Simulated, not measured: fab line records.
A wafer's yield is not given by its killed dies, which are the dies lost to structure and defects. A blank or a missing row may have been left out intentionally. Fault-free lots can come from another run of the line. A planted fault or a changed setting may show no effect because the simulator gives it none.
A lot that was struck, set against a sound lot -- flow berkeley-cmos170 -- 14 steps out of a route of 331
Sound: these wafers, L707.2, L707.3, L707.6. Wafers struck: L705.1, L705.3, L705.4. Last of all comes the cause.
Per side, at each step with rows, come the tool, then ch with its chambers, and then its first start. Under that, the readings that differ: sound wafers -- struck wafers -- difference of the means -- sigmas: that difference in standard deviations of wafers without a fault.
alike: readings with means less than 2 such deviations apart, plus words and numbers identical on both sides. not compared: withheld readings, readings lacking a value on some wafer, bounds such as >300 that could conceal the same value, and numbers that have no deviation in the record and whose values overlap.
The two part at a step that has a row with sigmas, a row that says differs or no value, or rows on one side only. When numbers do not overlap yet have no deviation, they are printed without sigmas and do not part them. Lack of a reading on every wafer of one side parts them only where that side has two or more wafers.

first, 2 steps without rows for these wafers: UCB170_NLDD_PEB_04; UCB170_NLDD_DEVELOP_05 (develop time 45 s).
UCB170_NLDD_CD_MEAS_06 targets a cd of 1200 nm.
  struck on cd-sem-01, day 8 20:23; sound on cd-sem-01, day 8 20:10
reading,sound,struck,difference,sigmas
cd-nm (nm),1202.6 1201.6 1202.4,1199.0 1199.1 1198.5,-3.3,-2
UCB170_NLDD_OVL_MEAS_07:
  struck on overlay-01, day 8 20:30; sound on overlay-01, day 8 20:16
  alike: NLDD_OVL
then, 2 steps without rows for these wafers: UCB170_NLDD_IMPLANT_08; UCB170_NLDD_IMPLANT_09.
UCB170_NLDD_STRIP_10: strips in O2.
  sound on plasma-asher-02 ch 0,1, day 8 20:35; struck on plasma-asher-04 ch 0,1, day 8 20:50
  alike: drypump-motor-current-A, oes-product-au, strip-time-to-endpoint-s
  not compared: rf-hours-counter-h
UCB170_NLDD_TW_MEAS_11:
  struck on film-metro-02, day 8 20:56; sound on film-metro-01, day 8 20:42
reading,sound,struck,difference,sigmas
NLDD_TW,2208 2233 2230,2183 2169 2167,-51,-2
then, 1 step without rows for these wafers: UCB170_NLDD_CLEAN_12 (cleans in SPM, time 600 s).
UCB170_SPACER_CVD_00: deposits SiO2 from TEOS/O2, target thk 376 nm, time 47 s.
  sound on pecvd-03 ch 0,2, day 8 20:56; struck on pecvd-01 ch 0,1,2, day 8 21:10
  alike: heater-power-w
  not compared: since-wet-clean-h
UCB170_SPACER_THK_MEAS_01:
  struck on film-metro-03, day 8 21:13; sound on film-metro-01, day 8 20:59
  alike: SPACER_TEOS_THK
then, 1 step without rows for these wafers: UCB170_SPACER_ANNEAL_02 (time 1800 s).
UCB170_SPACER_ETCHBACK_03: etches SiO2 in CHF3/CF4/Ar, stops on Si, target depth 376 nm, time 100 s.
  sound on rie-diel-03 ch 0,1, day 9 06:19; struck on rie-diel-04 ch 0,2,3, day 9 06:19
reading,sound,struck,difference,sigmas
oes-product-au (a.u.),0.913 0.889 0.918,1.028 0.998 1.042,+0.116,+7
run-length-s (s),128.4 128.6 128.1,100.8 101.2 100.3,-27.6,-59
model.etch.depth-nm (nm),378.5 367.7 377.5,312.6 311.1 317,-61.0,
  alike: drypump-motor-current-A, throttle-valve-pct
  not compared: rf-hours-counter-h
UCB170_M3_PROBE_99:
  only the struck wafers here have rows in the record (prober-02, day 10 12:56); the sound ones have none

## WHERE THEY PART
At UCB170_NLDD_CD_MEAS_06 first; at UCB170_M3_PROBE_99 last (within this record only).

WHY: whatever the simulator had introduced
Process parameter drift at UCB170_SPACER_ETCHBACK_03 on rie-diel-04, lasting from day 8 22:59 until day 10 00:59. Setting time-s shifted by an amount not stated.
